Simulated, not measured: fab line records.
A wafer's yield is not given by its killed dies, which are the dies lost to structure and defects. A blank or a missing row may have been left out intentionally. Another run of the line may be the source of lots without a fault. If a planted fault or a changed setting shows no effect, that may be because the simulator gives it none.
fab line records | flow ritCmos | part 1 of 2: steps 1 to 29 of 41
record lots=5 | wafers=15 | lastDay=7
route steps=202 shown PRETRO@66 GATE@75 FOX2@80 REOX@98 NLDD@103
lots that met no fault: taken from a fault-free run of the same line
startH: the number of hours between the record's first day and the start of the first shown wafer of the lot | waitH: how many hours have passed since the lot's step before this one | " as in the row above | L1.1+2: a single row standing in for several wafers | - no value present, or no start provided | * or withheld: withheld | < > ~ a bound
route shown NAME@n: names a module that has steps shown in the file, with the first one's number in the route | usual: mean/standard deviation taken from wafers without a fault | same: alike in all rows | chamber/n: place in a boat | sites: the reading at each site | _std_site: standard deviation of those values | _edge_site: inner sites' mean taken away from outer sites' mean | radiusMm: how far each site lies from the wafer's centre | mask NAME#n: copy n | behind: the most recent tool/chamber to have shaped the wafer | hold: cause of the lot's hold/its duration in hours/its outcome | device: which transistor (n, p or np) failed to switch | end of line: at the end of the route, the tests of the same wafers | step lacking rows: just its recipe | killed: dies that structure and defects cost at the first sort, which is not the same as the wafer's yield | map: per-die view of a wafer (x killed, . not killed, _ where there is no die)
set.NAME: the run value of the setting; set.NAME@STEP: its run value at that earlier step | model.NAME: the simulator's own value behind a step, which no gauge read
a table for each step, a row for each wafer; lots at some steps of the route
services: a tool's chamber out of use, with start hour (startH, from the record's first day; less than 0 if before it), hours out, and reason
## steps
# step RIT_PRETRO_SOFTBAKE_02
# recipe resist=NOVOLAK | tempC=90 | timeS=60
# usual exhaustPa=45.2/0.7
lot.wafer | tool          | chamber | startH | waitH | exhaustPa
L083.3    | lithoTrack-02 | 0       | 78.90  | 0.1   | 45.0
L083.5    | "             | 0       | "      | "     | 45.7
L083.6    | "             | 0       | "      | "     | 44.8
L084.4    | lithoTrack-02 | 0       | 83.51  | 0.1   | 46.2
L084.5    | "             | 0       | "      | "     | 45.2
L084.6    | "             | 0       | "      | "     | 46.5
L089.1    | lithoTrack-03 | 0       | 106.34 | 0.1   | 45.0
L089.4    | "             | 0       | "      | "     | 45.2
L089.6    | "             | 0       | "      | "     | 45.6
L094.2    | lithoTrack-03 | 0       | 130.21 | 0.1   | 45.3
L094.3    | "             | 0       | "      | "     | 45.2
L094.5    | "             | 0       | "      | "     | 46.2
L097.1    | lithoTrack-03 | 0       | 145.54 | 0.1   | 45.3
L097.3    | "             | 0       | "      | "     | 45.2
L097.5    | "             | 0       | "      | "     | 45.8
# step RIT_PRETRO_EXPOSE_03
# recipe maskId=M5 | na=0.57 | targetCdNm=43700 | doseMj=250
# usual focusOffsetNm=0.1/0.5
lot.wafer | tool            | chamber | startH | waitH | mask | focusOffsetNm
L083.3    | ilineStepper-01 | 0       | 79.04  | 0.1   | M5#0 | -0.3
L083.5    | "               | 0       | "      | "     | M5#0 | -0.5
L083.6    | "               | 0       | "      | "     | M5#0 | -0.8
L084.4    | ilineStepper-01 | 0       | 83.65  | 0.1   | M5#0 | -0.1
L084.5    | "               | 0       | "      | "     | M5#0 | 0.4
L084.6    | "               | 0       | "      | "     | M5#0 | 0.9
L089.1    | ilineStepper-02 | 0       | 106.49 | 0.1   | M5#0 | 0.1
L089.4    | "               | 0       | "      | "     | M5#0 | 0.5
L089.6    | "               | 0       | "      | "     | M5#0 | 0.7
L094.2    | ilineStepper-01 | 0       | 130.36 | 0.1   | M5#0 | 0.1
L094.3    | "               | 0       | "      | "     | M5#0 | 0.5
L094.5    | "               | 0       | "      | "     | M5#0 | -0.6
L097.1    | ilineStepper-02 | 0       | 145.69 | 0.1   | M5#0 | -0.8
L097.3    | "               | 0       | "      | "     | M5#0 | 0.1
L097.5    | "               | 0       | "      | "     | M5#0 | -0.6
# step RIT_PRETRO_PEB_04
# recipe resist=NOVOLAK | tempC=withheld | timeS=withheld
# usual exhaustPa=44.8/0.87
lot.wafer | tool          | chamber | startH | waitH | exhaustPa
L083.3    | lithoTrack-01 | 0       | 79.17  | 0.1   | 45.3
L083.5    | "             | 0       | "      | "     | 46.0
L083.6    | "             | 0       | "      | "     | 45.7
L084.4    | lithoTrack-02 | 0       | 83.78  | 0.1   | 45.2
L084.5    | "             | 0       | "      | "     | 44.4
L084.6    | "             | 0       | "      | "     | 42.9
L089.1    | lithoTrack-03 | 0       | 106.60 | 0.1   | 46.0
L089.4    | "             | 0       | "      | "     | 45.2
L089.6    | "             | 0       | "      | "     | 45.5
L094.2    | lithoTrack-03 | 0       | 130.48 | 0.1   | 45.0
L094.3    | "             | 0       | "      | "     | 44.3
L094.5    | "             | 0       | "      | "     | 44.8
L097.1    | lithoTrack-01 | 0       | 145.89 | 0.2   | 44.6
L097.3    | "             | 0       | "      | "     | 45.6
L097.5    | "             | 0       | "      | "     | 45.3
# step RIT_PRETRO_DEVELOP_05
# recipe resist=NOVOLAK | developTimeS=68 | devTempC=23
# usual exhaustPa=44.8/0.92
lot.wafer | tool          | chamber | startH | waitH | exhaustPa
L083.3    | lithoTrack-01 | 0       | -      | -     | 45.1
L083.5    | "             | 0       | "      | "     | 45.0
L083.6    | "             | 0       | "      | "     | 45.7
L084.4    | lithoTrack-02 | 0       | -      | -     | 44.7
L084.5    | "             | 0       | "      | "     | 45.4
L084.6    | "             | 0       | "      | "     | 42.4
L089.1    | lithoTrack-03 | 0       | -      | -     | 43.5
L089.4    | "             | 0       | "      | "     | 42.5
L089.6    | "             | 0       | "      | "     | 44.2
L094.2    | lithoTrack-03 | 0       | -      | -     | 44.2
L094.3    | "             | 0       | "      | "     | 45.4
L094.5    | "             | 0       | "      | "     | 45.4
L097.1    | lithoTrack-01 | 0       | -      | -     | 43.8
L097.3    | "             | 0       | "      | "     | 43.1
L097.5    | "             | 0       | "      | "     | 45.3
# step RIT_PRETRO_OVL_MEAS_06
# usual PRETRO_OVL=-0.8/1.3
lot.wafer | tool       | chamber | startH | waitH | PRETRO_OVL[nm]
L083.3    | overlay-02 | -       | 79.44  | -     | -0.3
L083.5    | "          | -       | "      | "     | 0.3
L083.6    | "          | -       | "      | "     | 2.7
L084.4    | overlay-02 | -       | 84.04  | -     | -1.4
L084.5    | "          | -       | "      | "     | -1.1
L084.6    | "          | -       | "      | "     | -2.5
L089.1    | overlay-01 | -       | 106.92 | -     | -0.8
L089.4    | "          | -       | "      | "     | -1.9
L089.6    | "          | -       | "      | "     | -1.5
L094.2    | overlay-01 | -       | 130.77 | -     | -1.5
L094.3    | "          | -       | "      | "     | -0.7
L094.5    | "          | -       | "      | "     | -1.8
L097.1    | overlay-02 | -       | 146.20 | -     | -0.6
L097.3    | "          | -       | "      | "     | -0.5
L097.5    | "          | -       | "      | "     | -1.1
# step RIT_PRETRO_HARDBAKE_07
# recipe resist=NOVOLAK | tempC=140 | timeS=120
# usual exhaustPa=45.0/0.88
lot.wafer | tool          | chamber | startH | waitH | exhaustPa
L083.3    | lithoTrack-02 | 0       | 79.65  | 0.2   | 45.7
L083.5    | "             | 0       | "      | "     | 45.8
L083.6    | "             | 0       | "      | "     | 44.9
L084.4    | lithoTrack-03 | 0       | 84.18  | 0.1   | 45.0
L084.5    | "             | 0       | "      | "     | 46.1
L084.6    | "             | 0       | "      | "     | 44.5
L089.1    | lithoTrack-01 | 0       | 107.00 | 0.1   | 45.5
L089.4    | "             | 0       | "      | "     | 44.4
L089.6    | "             | 0       | "      | "     | 46.1
L094.2    | lithoTrack-03 | 0       | 130.85 | 0.1   | 45.4
L094.3    | "             | 0       | "      | "     | 45.0
L094.5    | "             | 0       | "      | "     | 44.0
L097.1    | lithoTrack-03 | 0       | 146.24 | 0.0   | 45.0
L097.3    | "             | 0       | "      | "     | 44.7
L097.5    | "             | 0       | "      | "     | 45.5
# step RIT_PRETRO_IMPLANT_08
# recipe species=B | energyKev=45 | doseCm2=1.2e+13 | tiltDeg=7
# usual beamOnS=10.01/0.21
lot.wafer | tool         | chamber | startH | waitH | beamOnS
L083.3    | implanter-04 | 0       | 79.86  | 0.2   | 9.77
L083.5    | "            | 0       | "      | "     | 9.93
L083.6    | "            | 0       | "      | "     | 10.26
L084.4    | implanter-02 | 0       | 84.38  | 0.2   | 10.04
L084.5    | "            | 0       | "      | "     | 10.22
L084.6    | "            | 0       | "      | "     | 10.07
L089.1    | implanter-04 | 0       | 107.25 | 0.2   | 10.16
L089.4    | "            | 0       | "      | "     | 10.12
L089.6    | "            | 0       | "      | "     | 9.83
L094.2    | implanter-02 | 0       | 131.08 | 0.2   | 10.02
L094.3    | "            | 0       | "      | "     | 9.73
L094.5    | "            | 0       | "      | "     | 10.08
L097.1    | implanter-02 | 0       | 146.49 | 0.2   | 9.82
L097.3    | "            | 0       | "      | "     | 9.89
L097.5    | "            | 0       | "      | "     | 9.95
# step RIT_PRETRO_STRIP_09
# recipe chemistry=O2 | timeS=180 | resist=NOVOLAK | platenTempC=withheld | powerW=500 | pressureMtorr=4000 | o2FlowSccm=4000
# usual chamberPressureMTorr=4000/4.3 | drypumpMotorCurrentA=5.56/0.21 | rfReflPowerW=6.6/1.3
lot.wafer | tool           | chamber | startH | waitH | chamberPressureMTorr | drypumpMotorCurrentA | rfHoursCounterH | rfReflPowerW
L083.3    | plasmaAsher-04 | 1       | 80.02  | 0.1   | 3999                 | 5.54                 | -               | 6.0
L083.5    | "              | 1       | "      | "     | 4000                 | 5.55                 | -               | 6.0
L083.6    | "              | 0       | "      | "     | 3998                 | 5.19                 | -               | 7.1
L084.4    | plasmaAsher-02 | 0       | 84.51  | 0.1   | 4003                 | 5.73                 | -               | 5.9
L084.5    | "              | 1       | "      | "     | 4002                 | 5.39                 | -               | 6.1
L084.6    | "              | 0       | "      | "     | 4001                 | 5.72                 | -               | 5.6
L089.1    | plasmaAsher-04 | 0       | 107.40 | 0.1   | 3994                 | 5.19                 | 33              | 7.3
L089.4    | "              | 0       | "      | "     | 4005                 | 5.21                 | -               | 7.4
L089.6    | "              | 1       | "      | "     | 4000                 | 5.56                 | -               | 5.9
L094.2    | plasmaAsher-02 | 1       | 131.20 | 0.1   | 3996                 | 5.39                 | 1               | 6.5
L094.3    | "              | 1       | "      | "     | 3999                 | 5.38                 | -               | 6.4
L094.5    | "              | 0       | "      | "     | 4003                 | 5.76                 | -               | 5.8
L097.1    | plasmaAsher-03 | 1       | 146.64 | 0.1   | 4003                 | 5.72                 | 51              | 5.0
L097.3    | "              | 1       | "      | "     | 4003                 | 5.73                 | -               | 5.2
L097.5    | "              | 0       | "      | "     | 4000                 | 5.74                 | -               | 9.1
# step RIT_PRETRO_TW_MEAS_10
# usual PRETRO_TW=478/9.2
lot.wafer | tool         | chamber | startH | waitH | PRETRO_TW
L083.3    | filmMetro-01 | -       | 80.16  | 0.1   | 469
L083.5    | "            | -       | "      | "     | 470
L083.6    | "            | -       | "      | "     | 471
L084.4    | filmMetro-04 | -       | 84.66  | 0.1   | 474
L084.5    | "            | -       | "      | "     | 473
L084.6    | "            | -       | "      | "     | 475
L089.1    | filmMetro-04 | -       | 107.58 | 0.1   | 471
L089.4    | "            | -       | "      | "     | 471
L089.6    | "            | -       | "      | "     | 471
L094.2    | filmMetro-03 | -       | 131.39 | 0.1   | 492
L094.3    | "            | -       | "      | "     | 493
L094.5    | "            | -       | "      | "     | 491
L097.1    | filmMetro-01 | -       | 146.81 | 0.1   | 468
L097.3    | "            | -       | "      | "     | 468
L097.5    | "            | -       | "      | "     | 469
# step RIT_GATE_WET_ETCH_00
# recipe chemistry=BOE | target=SiO2 | targetDepthNm=56 | timeS=60 | dry=n2Spin | dilution=10:1 | tempC=21.5
lot.wafer  | tool        | chamber | startH | waitH
L083.3+5+6 | wetBench-02 | 2       | 80.20  | 0.0
L084.4+5+6 | wetBench-01 | 3       | 84.69  | 0.0
L089.1+4+6 | wetBench-03 | 1       | 107.64 | 0.1
L094.2+3+5 | wetBench-01 | 1       | 131.44 | 0.0
L097.1+3+5 | wetBench-01 | 0       | 146.87 | 0.1
# step RIT_GATE_CLEAN_01
# recipe chemistry=SC1 | mix=3:3:50 | timeS=600 | tempC=75
lot.wafer  | tool        | chamber | startH | waitH
L083.3+5+6 | wetBench-03 | 2       | 80.23  | 0.0
L084.4+5+6 | wetBench-02 | 1       | 84.71  | 0.0
L089.1+4+6 | wetBench-01 | 0       | 107.66 | 0.0
L094.2+3+5 | wetBench-03 | 0       | 131.47 | 0.0
L097.1+3+5 | wetBench-02 | 3       | 146.90 | 0.0
# step RIT_GATE_CLEAN_02
# recipe chemistry=dHF | dilution=50:1 | timeS=30
lot.wafer  | tool        | chamber | startH | waitH
L083.3+5+6 | wetBench-01 | 1       | 80.40  | 0.0
L084.4+5+6 | wetBench-01 | 0       | 84.89  | 0.0
L089.1+4+6 | wetBench-02 | 3       | 107.84 | 0.0
L094.2+3+5 | wetBench-02 | 0       | 131.64 | 0.0
L097.1+3+5 | wetBench-01 | 1       | 147.07 | 0.0
# step RIT_GATE_CLEAN_03
# recipe chemistry=SC2 | mix=3:3:50 | timeS=600 | tempC=75 | dry=n2Spin
lot.wafer  | tool        | chamber | startH | waitH
L083.3+5+6 | wetBench-02 | 3       | 80.42  | 0.0
L084.4+5+6 | wetBench-02 | 1       | 84.90  | 0.0
L089.1+4+6 | wetBench-03 | 2       | 107.85 | 0.0
L094.2+3+5 | wetBench-01 | 1       | 131.66 | 0.0
L097.1+3+5 | wetBench-02 | 3       | 147.09 | 0.0
# step RIT_GATE_CLEAN_04
# recipe chemistry=dHF | dilution=50:1 | timeS=60.89 | dry=n2Spin
lot.wafer  | tool        | chamber | startH | waitH
L083.3+5+6 | wetBench-03 | 2       | 80.61  | 0.0
L084.4+5+6 | wetBench-02 | 0       | 85.08  | 0.0
L089.1+4+6 | wetBench-02 | 3       | 108.03 | 0.0
L094.2+3+5 | wetBench-02 | 1       | 131.85 | 0.0
L097.1+3+5 | wetBench-01 | 1       | 147.27 | 0.0
# step RIT_FOX2_THK_MEAS_91
# recipe reads=SiO2_of_FOX2_OXIDATION_00
# usual FIELD_OXIDE_LEFT_2_THK=235/5.9
lot.wafer | tool         | chamber | startH | waitH | FIELD_OXIDE_LEFT_2_THK[nm]
L083.3    | filmMetro-02 | -       | 80.66  | 0.0   | 246
L083.5    | "            | -       | "      | "     | 247
L083.6    | "            | -       | "      | "     | 249
L084.4    | filmMetro-04 | -       | 85.14  | 0.0   | 235
L084.5    | "            | -       | "      | "     | 237
L084.6    | "            | -       | "      | "     | 236
L089.1    | filmMetro-02 | -       | 108.05 | 0.0   | 229
L089.4    | "            | -       | "      | "     | 233
L089.6    | "            | -       | "      | "     | 226
L094.2    | filmMetro-03 | -       | 131.88 | 0.0   | 240
L094.3    | "            | -       | "      | "     | 241
L094.5    | "            | -       | "      | "     | 238
L097.1    | filmMetro-04 | -       | 147.29 | 0.0   | 235
L097.3    | "            | -       | "      | "     | 234
L097.5    | "            | -       | "      | "     | 233
# step RIT_GATE_OXIDATION_05
# recipe tempC=900 | ambient=O2 | targetThkA=30 | oxTimeS=270
lot.wafer  | tool       | chamber | startH | waitH
L083.3+5+6 | furnace-01 | 0       | 81.30  | 0.6
L084.4+5+6 | furnace-04 | 0       | 85.68  | 0.5
L089.1+4+6 | furnace-01 | 0       | 108.11 | 0.1
L094.2+3+5 | furnace-01 | 0       | 131.94 | 0.1
L097.1+3+5 | furnace-04 | 0       | 147.35 | 0.1
# step RIT_GATE_ANNEAL_06
# recipe tempC=900 | timeS=600 | ambient=N2O
lot.wafer  | tool       | chamber | startH | waitH
L083.3+5+6 | furnace-02 | 0       | 83.37  | 1.0
L084.4+5+6 | furnace-04 | 0       | 86.76  | 0.0
L089.1+4+6 | furnace-01 | 0       | 109.19 | 0.0
L094.2+3+5 | furnace-01 | 0       | 133.02 | 0.0
L097.1+3+5 | furnace-04 | 0       | 148.43 | 0.0
# step RIT_GATE_THK_MEAS_07
# recipe reads=SiO2_of_GATE_OXIDATION_05
# usual GATE_OXIDE_THK=3.02/0.074
lot.wafer | tool         | chamber | startH | waitH | GATE_OXIDE_THK[nm]
L083.3    | filmMetro-02 | -       | 83.64  | 0.0   | 3.00
L083.5    | "            | -       | "      | "     | 3.03
L083.6    | "            | -       | "      | "     | 3.01
L084.4    | filmMetro-04 | -       | 87.04  | 0.0   | 3.05
L084.5    | "            | -       | "      | "     | 2.93
L084.6    | "            | -       | "      | "     | 2.91
L089.1    | filmMetro-02 | -       | 109.44 | 0.0   | 2.99
L089.4    | "            | -       | "      | "     | 2.91
L089.6    | "            | -       | "      | "     | 2.92
L094.2    | filmMetro-02 | -       | 133.28 | 0.0   | 2.88
L094.3    | "            | -       | "      | "     | 2.88
L094.5    | "            | -       | "      | "     | 2.87
L097.1    | filmMetro-02 | -       | 148.68 | 0.0   | 3.07
L097.3    | "            | -       | "      | "     | 3.04
L097.5    | "            | -       | "      | "     | 3.17
# step RIT_GATE_CVD_08
# recipe material=poly-Si | targetThkNm=250 | tempC=610 | precursor=SiH4 | timeS=2220 | pressureMtorr=300 | sih4FlowSccm=100
lot.wafer  | tool     | chamber | startH | waitH
L083.3+5+6 | lpcvd-02 | 1       | 83.68  | 0.0
L084.4+5+6 | lpcvd-02 | 0       | 87.07  | 0.0
L089.1+4+6 | lpcvd-01 | 1       | 109.50 | 0.1
L094.2+3+5 | lpcvd-02 | 1       | 133.53 | 0.2
L097.1+3+5 | lpcvd-02 | 0       | 148.74 | 0.1
# step RIT_GATE_THK_MEAS_09
# recipe reads=poly-Si_of_GATE_CVD_08
# usual GATE_POLY_THK=249.5/1.9
lot.wafer | tool         | chamber | startH | waitH | GATE_POLY_THK[nm]
L083.3    | filmMetro-03 | -       | 85.31  | 0.0   | 252.1
L083.5    | "            | -       | "      | "     | 247.7
L083.6    | "            | -       | "      | "     | 249.8
L084.4    | filmMetro-03 | -       | 88.72  | 0.0   | 247.2
L084.5    | "            | -       | "      | "     | 248.5
L084.6    | "            | -       | "      | "     | 249.9
L089.1    | filmMetro-04 | -       | 111.12 | 0.0   | 247.4
L089.4    | "            | -       | "      | "     | 248.8
L089.6    | "            | -       | "      | "     | 247.5
L094.2    | filmMetro-04 | -       | 135.16 | 0.0   | 251.7
L094.3    | "            | -       | "      | "     | 252.9
L094.5    | "            | -       | "      | "     | 251.4
L097.1    | filmMetro-02 | -       | 150.35 | 0.0   | 248.6
L097.3    | "            | -       | "      | "     | 249.9
L097.5    | "            | -       | "      | "     | 248.7
# step RIT_GATE_HMDS_10
# recipe primeTimeS=60 | primeTempC=140
# usual exhaustPa=44.9/0.89
lot.wafer | tool          | chamber | startH | waitH | exhaustPa
L083.3    | lithoTrack-04 | 0       | 85.40  | 0.1   | 44.9
L083.5    | "             | 0       | "      | "     | 45.2
L083.6    | "             | 0       | "      | "     | 44.9
L084.4    | lithoTrack-04 | 0       | 88.82  | 0.1   | 44.2
L084.5    | "             | 0       | "      | "     | 45.4
L084.6    | "             | 0       | "      | "     | 45.0
L089.1    | lithoTrack-02 | 0       | 111.18 | 0.1   | 45.2
L089.4    | "             | 0       | "      | "     | 46.3
L089.6    | "             | 0       | "      | "     | 44.7
L094.2    | lithoTrack-01 | 0       | 135.23 | 0.1   | 44.9
L094.3    | "             | 0       | "      | "     | 44.7
L094.5    | "             | 0       | "      | "     | 43.6
L097.1    | lithoTrack-02 | 0       | 150.41 | 0.1   | 45.5
L097.3    | "             | 0       | "      | "     | 45.3
L097.5    | "             | 0       | "      | "     | 45.0
# step RIT_GATE_COAT_11
# recipe resist=NOVOLAK | spinRpm=4250 | resistThkNm=850
# usual exhaustPa=45.3/0.84
lot.wafer | tool          | chamber | startH | waitH | exhaustPa
L083.3    | lithoTrack-04 | 0       | 85.55  | 0.1   | 45.3
L083.5    | "             | 0       | "      | "     | 45.5
L083.6    | "             | 0       | "      | "     | 46.6
L084.4    | lithoTrack-04 | 0       | 88.97  | 0.1   | 45.5
L084.5    | "             | 0       | "      | "     | 45.4
L084.6    | "             | 0       | "      | "     | 45.4
L089.1    | lithoTrack-02 | 0       | 111.33 | 0.1   | 45.2
L089.4    | "             | 0       | "      | "     | 44.6
L089.6    | "             | 0       | "      | "     | 45.6
L094.2    | lithoTrack-01 | 0       | 135.38 | 0.1   | 45.2
L094.3    | "             | 0       | "      | "     | 46.3
L094.5    | "             | 0       | "      | "     | 45.4
L097.1    | lithoTrack-02 | 0       | 150.56 | 0.1   | 45.3
L097.3    | "             | 0       | "      | "     | 46.3
L097.5    | "             | 0       | "      | "     | 45.8
# step RIT_GATE_SOFTBAKE_12
# recipe resist=NOVOLAK | tempC=90 | timeS=60
# usual exhaustPa=45.1/0.89
lot.wafer | tool          | chamber | startH | waitH | exhaustPa
L083.3    | lithoTrack-04 | 0       | 85.70  | 0.1   | 44.4
L083.5    | "             | 0       | "      | "     | 44.2
L083.6    | "             | 0       | "      | "     | 44.6
L084.4    | lithoTrack-04 | 0       | 89.12  | 0.1   | 43.4
L084.5    | "             | 0       | "      | "     | 43.3
L084.6    | "             | 0       | "      | "     | 43.3
L089.1    | lithoTrack-02 | 0       | 111.48 | 0.1   | 43.7
L089.4    | "             | 0       | "      | "     | 46.3
L089.6    | "             | 0       | "      | "     | 44.6
L094.2    | lithoTrack-01 | 0       | 135.53 | 0.1   | 47.8
L094.3    | "             | 0       | "      | "     | 45.9
L094.5    | "             | 0       | "      | "     | 46.3
L097.1    | lithoTrack-02 | 0       | 150.71 | 0.1   | 45.9
L097.3    | "             | 0       | "      | "     | 45.2
L097.5    | "             | 0       | "      | "     | 44.5
# step RIT_GATE_EXPOSE_13
# recipe maskId=M6 | na=0.6 | sourceShape=conventional | sigmaOuter=0.6 | targetCdNm=150 | doseMj=380
# usual focusOffsetNm=0.1/0.53
lot.wafer | tool            | chamber | startH | waitH | mask | focusOffsetNm
L083.3    | ilineStepper-02 | 0       | 85.84  | 0.1   | M6#0 | 0.5
L083.5    | "               | 0       | "      | "     | M6#0 | -0.2
L083.6    | "               | 0       | "      | "     | M6#0 | -0.3
L084.4    | ilineStepper-01 | 0       | 89.38  | 0.2   | M6#0 | -0.2
L084.5    | "               | 0       | "      | "     | M6#0 | 0.4
L084.6    | "               | 0       | "      | "     | M6#0 | 0.2
L089.1    | ilineStepper-02 | 0       | 111.63 | 0.1   | M6#0 | 0.3
L089.4    | "               | 0       | "      | "     | M6#0 | -0.8
L089.6    | "               | 0       | "      | "     | M6#0 | -0.4
L094.2    | ilineStepper-01 | 0       | 135.68 | 0.1   | M6#0 | 0.1
L094.3    | "               | 0       | "      | "     | M6#0 | 1.0
L094.5    | "               | 0       | "      | "     | M6#0 | 0.9
L097.1    | ilineStepper-01 | 0       | 150.86 | 0.1   | M6#0 | 0.1
L097.3    | "               | 0       | "      | "     | M6#0 | 0.9
L097.5    | "               | 0       | "      | "     | M6#0 | 1.2
# step RIT_GATE_PEB_14
# recipe resist=NOVOLAK | tempC=withheld | timeS=withheld
# usual exhaustPa=45.1/0.93
lot.wafer | tool          | chamber | startH | waitH | exhaustPa
L083.3    | lithoTrack-04 | 0       | 85.97  | 0.1   | 43.2
L083.5    | "             | 0       | "      | "     | 44.3
L083.6    | "             | 0       | "      | "     | 44.7
L084.4    | lithoTrack-01 | 0       | 89.51  | 0.1   | 44.1
L084.5    | "             | 0       | "      | "     | 45.1
L084.6    | "             | 0       | "      | "     | 45.7
L089.1    | lithoTrack-04 | 0       | 111.77 | 0.1   | 45.1
L089.4    | "             | 0       | "      | "     | 45.2
L089.6    | "             | 0       | "      | "     | 43.9
L094.2    | lithoTrack-01 | 0       | 135.80 | 0.1   | 46.2
L094.3    | "             | 0       | "      | "     | 45.1
L094.5    | "             | 0       | "      | "     | 45.9
L097.1    | lithoTrack-02 | 0       | 150.98 | 0.1   | 46.1
L097.3    | "             | 0       | "      | "     | 45.1
L097.5    | "             | 0       | "      | "     | 46.4
# step RIT_GATE_DEVELOP_15
# recipe resist=NOVOLAK | developTimeS=48.27 | devTempC=23
# usual exhaustPa=45.1/0.94
lot.wafer | tool          | chamber | startH | waitH | exhaustPa
L083.3    | lithoTrack-04 | 0       | -      | -     | 44.7
L083.5    | "             | 0       | "      | "     | 46.5
L083.6    | "             | 0       | "      | "     | 45.2
L084.4    | lithoTrack-01 | 0       | -      | -     | 46.9
L084.5    | "             | 0       | "      | "     | 46.0
L084.6    | "             | 0       | "      | "     | 46.4
L089.1    | lithoTrack-04 | 0       | -      | -     | 43.7
L089.4    | "             | 0       | "      | "     | 45.8
L089.6    | "             | 0       | "      | "     | 44.6
L094.2    | lithoTrack-01 | 0       | -      | -     | 46.1
L094.3    | "             | 0       | "      | "     | 46.0
L094.5    | "             | 0       | "      | "     | 44.9
L097.1    | lithoTrack-02 | 0       | -      | -     | 44.7
L097.3    | "             | 0       | "      | "     | 45.1
L097.5    | "             | 0       | "      | "     | 44.3
# step RIT_GATE_CD_MEAS_16
# recipe targetCdNm=150
# usual cdNm=148.9/2.4
lot.wafer | tool     | chamber | startH | waitH | cdNm
L083.3    | cdSem-02 | -       | 86.24  | -     | 149.2
L083.5    | "        | -       | "      | "     | 147.7
L083.6    | "        | -       | "      | "     | 149.0
L084.4    | cdSem-02 | -       | 89.78  | -     | 152.1
L084.5    | "        | -       | "      | "     | 149.8
L084.6    | "        | -       | "      | "     | 151.8
L089.1    | cdSem-01 | -       | 112.05 | -     | 145.8
L089.4    | "        | -       | "      | "     | 142.7
L089.6    | "        | -       | "      | "     | 146.0
L094.2    | cdSem-02 | -       | 136.08 | -     | 147.9
L094.3    | "        | -       | "      | "     | 149.4
L094.5    | "        | -       | "      | "     | 150.1
L097.1    | cdSem-02 | -       | 151.26 | -     | 150.1
L097.3    | "        | -       | "      | "     | 148.2
L097.5    | "        | -       | "      | "     | 146.6
# step RIT_GATE_OVL_MEAS_17
# usual GATE_OVL=-1.5/1.6
lot.wafer | tool       | chamber | startH | waitH | GATE_OVL[nm]
L083.3    | overlay-02 | -       | 86.34  | 0.1   | -1.6
L083.5    | "          | -       | "      | "     | -1.5
L083.6    | "          | -       | "      | "     | -0.3
L084.4    | overlay-02 | -       | 89.86  | 0.1   | -1.9
L084.5    | "          | -       | "      | "     | 0.4
L084.6    | "          | -       | "      | "     | -3.7
L089.1    | overlay-01 | -       | 112.17 | 0.1   | 1.0
L089.4    | "          | -       | "      | "     | 0.8
L089.6    | "          | -       | "      | "     | -0.3
L094.2    | overlay-01 | -       | 136.18 | 0.1   | -4.2
L094.3    | "          | -       | "      | "     | -3.3
L094.5    | "          | -       | "      | "     | -2.7
L097.1    | overlay-02 | -       | 151.38 | 0.1   | -2.8
L097.3    | "          | -       | "      | "     | -3.5
L097.5    | "          | -       | "      | "     | -0.8
# step RIT_GATE_HARDBAKE_18
# recipe resist=NOVOLAK | tempC=140 | timeS=60
# usual exhaustPa=44.8/0.94
lot.wafer | tool          | chamber | startH | waitH | exhaustPa
L083.3    | lithoTrack-01 | 0       | 86.41  | 0.1   | 44.6
L083.5    | "             | 0       | "      | "     | 45.0
L083.6    | "             | 0       | "      | "     | 45.7
L084.4    | lithoTrack-04 | 0       | 89.95  | 0.1   | 44.4
L084.5    | "             | 0       | "      | "     | 43.7
L084.6    | "             | 0       | "      | "     | 44.6
L089.1    | lithoTrack-04 | 0       | 112.37 | 0.2   | 44.3
L089.4    | "             | 0       | "      | "     | 44.6
L089.6    | "             | 0       | "      | "     | 43.4
L094.2    | lithoTrack-02 | 0       | 136.46 | 0.3   | 43.3
L094.3    | "             | 0       | "      | "     | 44.5
L094.5    | "             | 0       | "      | "     | 43.9
L097.1    | lithoTrack-02 | 0       | 151.42 | 0.0   | 44.9
L097.3    | "             | 0       | "      | "     | 43.4
L097.5    | "             | 0       | "      | "     | 43.1
